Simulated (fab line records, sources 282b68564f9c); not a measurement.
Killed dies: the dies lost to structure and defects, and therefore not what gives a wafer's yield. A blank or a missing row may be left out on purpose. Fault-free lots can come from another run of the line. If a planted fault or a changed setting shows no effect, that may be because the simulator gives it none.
The tool behind it: which one? | flow ritCmos | Sampling: 14 lots, 42 wafers, 3 of 202 route steps

== WHAT THE GAUGES SHOWED, per wafer ==
RIT_GATE_THK_MEAS_09. Usual: GATE_POLY_THK typically reads 250.1 nm, with standard deviation 2.3.
lot  | measured    | on           | GATE_POLY_THK (nm)                  | flag
L502 | day 3 13:37 | filmMetro-03 | 247.6 249.5 251.2                   | 
L505 | day 4 00:13 | filmMetro-03 | 501.2 500.3 501.5 501.0 500.5 501.4 | OFF
L508 | day 4 16:44 | filmMetro-02 | 501.6 505.0 503.0 501.6 505.3 503.4 | OFF
L509 | day 4 16:45 | filmMetro-03 | 249.3 249.6 251.7                   | 
L510 | day 4 23:21 | filmMetro-02 | 250.2 253.9 253.8                   | 
L511 | day 5 05:44 | filmMetro-04 | 254.8 251.6 252.7                   | 
L512 | day 5 08:36 | filmMetro-04 | 247.5 249.1 250.2                   | 
L515 | day 5 23:07 | filmMetro-03 | 247.8 248.5 247.9                   | 
L516 | day 6 01:46 | filmMetro-02 | 247.1 247.5 249.2                   | 
L517 | day 6 12:16 | filmMetro-04 | 250.9 252.2 253.7                   | 
L518 | day 6 16:11 | filmMetro-04 | 251.2 251.3 253.1                   | 
L519 | day 7 02:34 | filmMetro-02 | 252.9 251.2 252.6                   | 
L520 | day 7 07:43 | filmMetro-02 | 253.1 253.4 252.7                   | 
L521 | day 7 15:05 | filmMetro-03 | 249.9 251.5 250.5                   | 

RIT_PLDD_OVL_MEAS_06. Usual: PLDD_OVL typically reads -0.5 nm, with standard deviation 1.3.
lot  | measured    | on         | PLDD_OVL (nm)  | flag
L502 | day 3 22:05 | overlay-02 | 2.1 1.4 1.1    | 
L509 | day 4 23:49 | overlay-02 | -1.6 -1.2 2.0  | 
L510 | day 5 06:41 | overlay-02 | -0.5 -1.8 -2.0 | 
L511 | day 5 13:52 | overlay-01 | -2.2 0.2 1.3   | 
L512 | day 5 15:57 | overlay-01 | -2.0 -0.3 -0.6 | 
L515 | day 6 08:22 | overlay-02 | 0.5 1.8 -0.5   | 
L516 | day 6 10:52 | overlay-02 | 0.9 0.5 0.4    | 
L517 | day 6 19:45 | overlay-02 | -1.2 -0.7 -1.0 | 
L518 | day 7 01:46 | overlay-01 | -0.9 -1.6 -0.5 | 
L519 | day 7 12:16 | overlay-01 | -1.5 1.0 -1.0  | 
L520 | day 7 18:12 | overlay-01 | -1.8 -0.1 0.0  | 
L521 | day 8 03:11 | overlay-02 | 1.7 0.1 0.4    | 

== TOOL THAT RAN EACH LOT (tool first, then ch and the chambers of the sampled wafers, then the start) ==
lot  | RIT_GATE_CVD_08
L502 | lpcvd-01 ch 1, day 3 11:59
L505 | lpcvd-02 ch 0, day 3 20:34 and lpcvd-01 ch 0, day 3 22:31
L508 | lpcvd-01 ch 0, day 4 12:11 and lpcvd-02 ch 0, day 4 15:06
L509 | lpcvd-02 ch 0, day 4 15:06
L510 | lpcvd-02 ch 0, day 4 21:44
L511 | lpcvd-02 ch 1, day 5 04:06
L512 | lpcvd-02 ch 0, day 5 06:59
L515 | lpcvd-02 ch 1, day 5 21:29
L516 | lpcvd-01 ch 1, day 6 00:08
L517 | lpcvd-02 ch 1, day 6 10:38
L518 | lpcvd-02 ch 1, day 6 14:34
L519 | lpcvd-01 ch 0, day 7 00:56
L520 | lpcvd-01 ch 0, day 7 06:06
L521 | lpcvd-02 ch 0, day 7 13:28
- RIT_GATE_CVD_08: deposits poly-Si from SiH4, target thk 250 nm, time 2220 s.

== AS READ BY THE TOOLS THEMSELVES (means over the sampled wafers that have a number; for cases with no such wafer, the mark the record gives instead) ==
RIT_GATE_CVD_08. Usual: zonePowerLoadPct reads 11.7 % (standard deviation 1.4).
lot  | tool              | zonePowerLoadPct (%) | flag
L502 | lpcvd-01          | 10.7                 | 
L505 | lpcvd-02/lpcvd-01 | 11.1                 | 
L508 | lpcvd-01/lpcvd-02 | 11.1                 | 
L509 | lpcvd-02          | 10.6                 | 
L510 | lpcvd-02          | 10.6                 | 
L511 | lpcvd-02          | 14.3                 | 
L512 | lpcvd-02          | 10.5                 | 
L515 | lpcvd-02          | 14.3                 | 
L516 | lpcvd-01          | 10.8                 | 
L517 | lpcvd-02          | 14.3                 | 
L518 | lpcvd-02          | 14.3                 | 
L519 | lpcvd-01          | 11.6                 | 
L520 | lpcvd-01          | 11.7                 | 
L521 | lpcvd-02          | 10.5                 | 

== THE ANSWER, worked out from the rows above alone ==
Rule: lot off if the mean of its wafers having a number is beyond 3 standard deviations from the usual mean. A lot without any number at a reading at which 4 lots or more have one is off too. The other lots that the step has rows for count as sound. First the gauges in route order, then the tools' own readings, where a lot's mean is used as printed above. At the first step where some lot is off, the reading lying furthest off is the one used; lots without a number count as furthest.
Off: at RIT_GATE_THK_MEAS_09 (GATE_POLY_THK), L505, L508.
A tool fits if, at a process step before that reading, it ran every lot that is off, and no sound lot after the first of them. The gauges at RIT_GATE_THK_MEAS_09 are tried like those tools. No candidate that was tried fits.

== WHAT THE SIMULATOR HAD PUT IN ==
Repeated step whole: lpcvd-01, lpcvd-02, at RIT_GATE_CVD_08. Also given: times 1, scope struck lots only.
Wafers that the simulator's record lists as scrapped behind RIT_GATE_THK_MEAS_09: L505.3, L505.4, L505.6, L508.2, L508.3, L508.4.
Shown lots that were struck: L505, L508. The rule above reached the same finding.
